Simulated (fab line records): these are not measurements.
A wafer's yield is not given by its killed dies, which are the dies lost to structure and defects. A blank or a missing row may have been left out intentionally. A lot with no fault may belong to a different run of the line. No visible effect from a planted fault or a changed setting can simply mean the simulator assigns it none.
One fault through the eyes of 2 desks ; flow berkeley_cmos170 ; what lay behind the numbers comes last; until then each desk has only its own

THE TOOL OWNER'S DESK: rie_metal-02
The tool's own readings at UCB170_M3_METAL_ETCH_18 (etches Al in Cl2/BCl3, stops on SiO2, target depth 1170 nm, time 195 s): means of the sampled wafers that have a number, for each lot that ran on this tool. A lot is out of limits, marked OUT, if its mean lies more than 4 standard deviations from the usual mean; the brackets give that distance.
Columns: A = chamber_pressure_mTorr at UCB170_M3_METAL_ETCH_18, usual 12.001 mTorr; B = drypump_motor_current_A at UCB170_M3_METAL_ETCH_18, usual 5.50 A; C = he_backside_leak_sccm at UCB170_M3_METAL_ETCH_18, usual 3.3 sccm; D = oes_product_au at UCB170_M3_METAL_ETCH_18, usual 0.843 a.u.; E = throttle_valve_pct at UCB170_M3_METAL_ETCH_18, usual 24.2 %
lot;first seen here;A;B;C;D;E
L376;day 9 08:42;11.998;5.55;3.4;0.829;23.9
L381;day 9 14:10;12.011;5.57;3.3;0.836;23.9
L391;day 12 04:51;12.003;5.54;3.3;0.838;23.9
L393;day 12 07:38;12.795 (+66) OUT;5.55;3.3;0.828;23.9
This desk's finding: out of limits on L393; first on L393, day 12 07:38 (chamber_pressure_mTorr at UCB170_M3_METAL_ETCH_18). Within limits: L376, L381, L391.

THE METROLOGY DESK
Lot by lot, what the gauges showed, no matter which tool ran the lot: averages of those sampled wafers that carry a number. A lot is out of limits, marked OUT, if its mean lies more than 4 standard deviations from the usual mean; the brackets give that distance.
Columns: A = NLDD_TW at UCB170_NLDD_TW_MEAS_11, usual 2213; B = M3_AL_RS at UCB170_M3_RS_MEAS_02, usual 0.0333 ohm/sq
lot;first seen here;A;B
L375;day 7 05:10;2222;0.0332
L379;day 8 02:50;2212;0.0337
L376;day 8 03:23;2220;0.0333
L377;day 8 03:40;2221;0.0335
L378;day 8 03:47;2223;0.0343
L380;day 8 05:59;2232;0.0331
L381;day 8 06:14;2188;0.0327
L391;day 10 17:26;2230;0.0330
L393;day 10 17:43;2176;0.0335
L394;day 10 17:59;2210;0.0330
L396;day 11 08:15;2210;0.0334
L397;day 11 08:28;2226;0.0337
L398;day 11 20:10;2214;0.0333
Finding of this desk: none of the 13 lots has anything out of limits.

PUT TOGETHER
The tool owner's desk could have raised an alarm at day 12 07:38, on L393.
Metrology desk: nothing out of limits seen.
The metrology desk has L393 on record, within its limits.
The lots listed all ran UCB170_M3_METAL_ETCH_18 on rie_metal-02.

WHAT THE SIMULATOR HAD INSERTED
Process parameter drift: rie_metal-02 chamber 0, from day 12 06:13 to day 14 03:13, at UCB170_M3_METAL_ETCH_18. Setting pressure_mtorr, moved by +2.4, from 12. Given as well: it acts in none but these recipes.
Struck lots among those shown: L393.
Hours from the fault's start to each desk's first reading out of limits: the tool owner's desk, 1.
